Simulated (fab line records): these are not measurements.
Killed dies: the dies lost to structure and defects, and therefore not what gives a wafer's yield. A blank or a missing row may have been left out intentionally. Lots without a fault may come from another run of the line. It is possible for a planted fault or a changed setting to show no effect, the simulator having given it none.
Which tool is to blame? | flow berkeleyCmos170 | Sampling: 14 lots, 42 wafers, 5 of 331 route steps

## WHAT THE GAUGES SHOWED, per wafer
UCB170_PWELL_OVL_MEAS_13. Usual: PWELL_OVL typically reads 1 nm, with standard deviation 4.8.
lot  | measured    | on         | PWELL_OVL (nm) | flag
L314 | day 3 11:19 | overlay-02 | 1 1 6          | 
L315 | day 3 11:34 | overlay-01 | 4 2 -3         | 
L318 | day 4 03:13 | overlay-01 | 3 3 7          | 
L320 | day 4 15:13 | overlay-02 | -3 2 2         | 
L322 | day 5 01:37 | overlay-01 | 0 5 -5         | 
L323 | day 5 12:28 | overlay-02 | -1 -1 2        | 
L326 | day 5 21:40 | overlay-02 | 0 1 -1         | 
L329 | day 6 08:32 | overlay-01 | -2 -7 -1       | 
L328 | day 6 08:43 | overlay-02 | 3 6 3          | 
L333 | day 7 07:09 | overlay-02 | -14 -7 -5      | 
L332 | day 7 19:19 | overlay-01 | -3 -4 -4       | 
L335 | day 7 19:32 | overlay-01 | 2 7 -5         | 
L336 | day 8 02:23 | overlay-02 | 6 10 2         | 
L337 | day 8 02:52 | overlay-01 | -5 -13 -9      | 

UCB170_PFIELD_TW_MEAS_09. Usual: PFIELD_TW typically reads 597, with standard deviation 5.4.
lot  | measured    | on           | PFIELD_TW   | flag
L314 | day 4 20:01 | filmMetro-04 | 600 597 600 | 
L315 | day 4 19:40 | filmMetro-01 | 600 602 599 | 
L318 | day 5 18:25 | filmMetro-04 | 599 599 603 | 
L320 | day 6 10:22 | filmMetro-04 | 603 603 606 | 
L322 | day 6 15:47 | filmMetro-04 | 602 604 603 | 
L323 | day 7 01:53 | filmMetro-04 | 597 598 600 | 
L326 | day 7 06:37 | filmMetro-04 | 598 600 599 | 
L329 | day 7 15:28 | filmMetro-04 | 602 599 603 | 
L328 | day 7 16:09 | filmMetro-02 | 589 589 588 | 
L333 | day 8 20:33 | filmMetro-04 | 569 570 569 | OFF
L332 | day 9 08:01 | filmMetro-01 | 566 568 568 | OFF
L335 | day 9 07:49 | filmMetro-02 | 589 587 588 | 
L336 | day 9 15:49 | filmMetro-01 | 602 598 597 | 
L337 | day 9 16:05 | filmMetro-04 | 606 604 602 | 

UCB170_SCREENOX_THK_MEAS_02. Usual: SCREENOX_OXIDE_THK typically reads 14.54 nm, with standard deviation 0.2.
lot  | measured     | on           | SCREENOX_OXIDE_THK (nm) | flag
L314 | day 6 05:40  | filmMetro-04 | 14.82 14.83 14.94       | 
L315 | day 6 05:44  | filmMetro-03 | 14.65 14.41 14.41       | 
L318 | day 6 20:38  | filmMetro-04 | 14.56 14.55 14.65       | 
L320 | day 7 08:25  | filmMetro-03 | 14.71 14.76 14.78       | 
L322 | day 7 19:47  | filmMetro-04 | 14.95 14.69 14.55       | 
L323 | day 8 06:40  | filmMetro-04 | 14.04 14.41 14.50       | 
L326 | day 8 06:37  | filmMetro-04 | 14.53 14.55 14.44       | 
L329 | day 8 18:35  | filmMetro-02 | 14.79 14.55 14.61       | 
L328 | day 8 18:38  | filmMetro-04 | 14.35 14.49 14.75       | 
L333 | day 10 02:27 | filmMetro-02 | 14.31 14.32 14.54       | 
L332 | day 10 15:52 | filmMetro-03 | 14.09 14.33 14.14       | 
L335 | day 10 15:52 | filmMetro-02 | 14.66 15.05 15.15       | 
L336 | day 10 15:53 | filmMetro-04 | 14.35 14.00 14.62       | 
L337 | day 10 15:56 | filmMetro-02 | 14.54 14.49 14.61       | 

## WHICH TOOL RAN EACH LOT (tool, then ch and the chambers of the sampled wafers, then the start)
lot  | UCB170_PWELL_STRIP_16              | UCB170_PFIELD_IMPLANT_07
L314 | plasmaAsher-01 ch 0,1, day 3 11:37 | implanter-03 ch 0, day 4 19:46
L315 | plasmaAsher-03 ch 0, day 3 11:51   | implanter-04 ch 0, day 4 19:25
L318 | plasmaAsher-03 ch 0,1, day 4 03:29 | implanter-01 ch 0, day 5 18:11
L320 | plasmaAsher-04 ch 0,1, day 4 15:30 | implanter-01 ch 0, day 6 10:07
L322 | plasmaAsher-03 ch 0,1, day 5 01:53 | implanter-01 ch 0, day 6 15:33
L323 | plasmaAsher-04 ch 0,1, day 5 12:44 | implanter-04 ch 0, day 7 01:39
L326 | plasmaAsher-03 ch 0,1, day 5 21:57 | implanter-03 ch 0, day 7 06:23
L329 | plasmaAsher-03 ch 0,1, day 6 08:50 | implanter-03 ch 0, day 7 15:13
L328 | plasmaAsher-01 ch 0,1, day 6 09:02 | implanter-04 ch 0, day 7 15:56
L333 | plasmaAsher-04 ch 0,1, day 7 07:26 | implanter-03 ch 0, day 8 20:19
L332 | plasmaAsher-04 ch 0,1, day 7 19:36 | implanter-03 ch 0, day 9 07:46
L335 | plasmaAsher-01 ch 0,1, day 7 19:49 | implanter-01 ch 0, day 9 07:34
L336 | plasmaAsher-01 ch 0,1, day 8 02:42 | implanter-04 ch 0, day 9 15:36
L337 | plasmaAsher-01 ch 0,1, day 8 03:09 | implanter-01 ch 0, day 9 15:51
- UCB170_PWELL_STRIP_16: strips in O2.
- UCB170_PFIELD_IMPLANT_07

## AS READ BY THE TOOLS THEMSELVES (means over the sampled wafers that have a number; for cases with no such wafer, the mark the record gives instead)
UCB170_PWELL_STRIP_16. Usual: chamberPressureMTorr 3500 mTorr, standard deviation 3.5; drypumpMotorCurrentA 5.6 A, standard deviation 0.53; oesProductAu 0.720 a.u., standard deviation 0.0046; stripTimeToEndpointS 18.13 s, standard deviation 0.079.
lot  | tool           | chamberPressureMTorr (mTorr) | drypumpMotorCurrentA (A) | oesProductAu (a.u.) | stripTimeToEndpointS (s) | flag
L314 | plasmaAsher-01 | 3500                         | 5.3                      | 0.720               | 18.04                    | 
L315 | plasmaAsher-03 | 3506                         | 5.7                      | 0.724               | 18.16                    | 
L318 | plasmaAsher-03 | 3497                         | 6.2                      | 0.721               | 18.10                    | 
L320 | plasmaAsher-04 | 3500                         | 5.6                      | 0.720               | 18.06                    | 
L322 | plasmaAsher-03 | 3499                         | 6.2                      | 0.722               | 18.07                    | 
L323 | plasmaAsher-04 | 3501                         | 5.6                      | 0.717               | 18.14                    | 
L326 | plasmaAsher-03 | 3500                         | 6.2                      | 0.719               | 18.24                    | 
L329 | plasmaAsher-03 | 3501                         | 6.2                      | 0.724               | 18.10                    | 
L328 | plasmaAsher-01 | 3500                         | 5.5                      | 0.720               | 18.11                    | 
L333 | plasmaAsher-04 | 3503                         | 5.6                      | 0.721               | 18.07                    | 
L332 | plasmaAsher-04 | 3504                         | 5.6                      | 0.721               | 18.19                    | 
L335 | plasmaAsher-01 | 3502                         | 5.5                      | 0.722               | 18.14                    | 
L336 | plasmaAsher-01 | 3498                         | 5.2                      | 0.722               | 18.16                    | 
L337 | plasmaAsher-01 | 3503                         | 5.5                      | 0.721               | 18.06                    | 

UCB170_PFIELD_IMPLANT_07. Usual: 79.999 for beamEnergyKeV, sd 0.024.
lot  | tool         | beamEnergyKeV | flag
L314 | implanter-03 | 79.977        | 
L315 | implanter-04 | 80.035        | 
L318 | implanter-01 | 79.995        | 
L320 | implanter-01 | 80.007        | 
L322 | implanter-01 | 80.005        | 
L323 | implanter-04 | 80.005        | 
L326 | implanter-03 | 80.009        | 
L329 | implanter-03 | 80.009        | 
L328 | implanter-04 | 79.982        | 
L333 | implanter-03 | 52.002        | OFF
L332 | implanter-03 | 52.030        | OFF
L335 | implanter-01 | 80.015        | 
L336 | implanter-04 | 80.012        | 
L337 | implanter-01 | 80.004        | 

## THE ANSWER, worked out from the rows above alone
Rule: a lot is off if the mean of its wafers that have a number lies more than 3 standard deviations from the usual mean. Also off: a lot with no number at a reading for which 4 or more lots have one. All remaining lots with rows at the step are treated as sound. The gauges are gone through in route order, then the tools' own readings, and for those a lot's mean is taken as printed above. At the first step where some lot is off, the reading lying furthest off is the one used; lots without a number count as furthest.
Off: at UCB170_PFIELD_TW_MEAS_09 (PFIELD_TW), L333, L332.
If a tool, at a process step before that reading, ran all the lots that are off and no sound lot after the first of them, it fits. Not tried: the gauges at UCB170_PFIELD_TW_MEAS_09; whatever is off there is also off at UCB170_PFIELD_IMPLANT_07, on other tools, and gauge error can't account for it. Can't be told from this: 2 tools fit, plasmaAsher-04 at UCB170_PWELL_STRIP_16, implanter-03 at UCB170_PFIELD_IMPLANT_07.

## WHAT THE SIMULATOR HAD INSERTED
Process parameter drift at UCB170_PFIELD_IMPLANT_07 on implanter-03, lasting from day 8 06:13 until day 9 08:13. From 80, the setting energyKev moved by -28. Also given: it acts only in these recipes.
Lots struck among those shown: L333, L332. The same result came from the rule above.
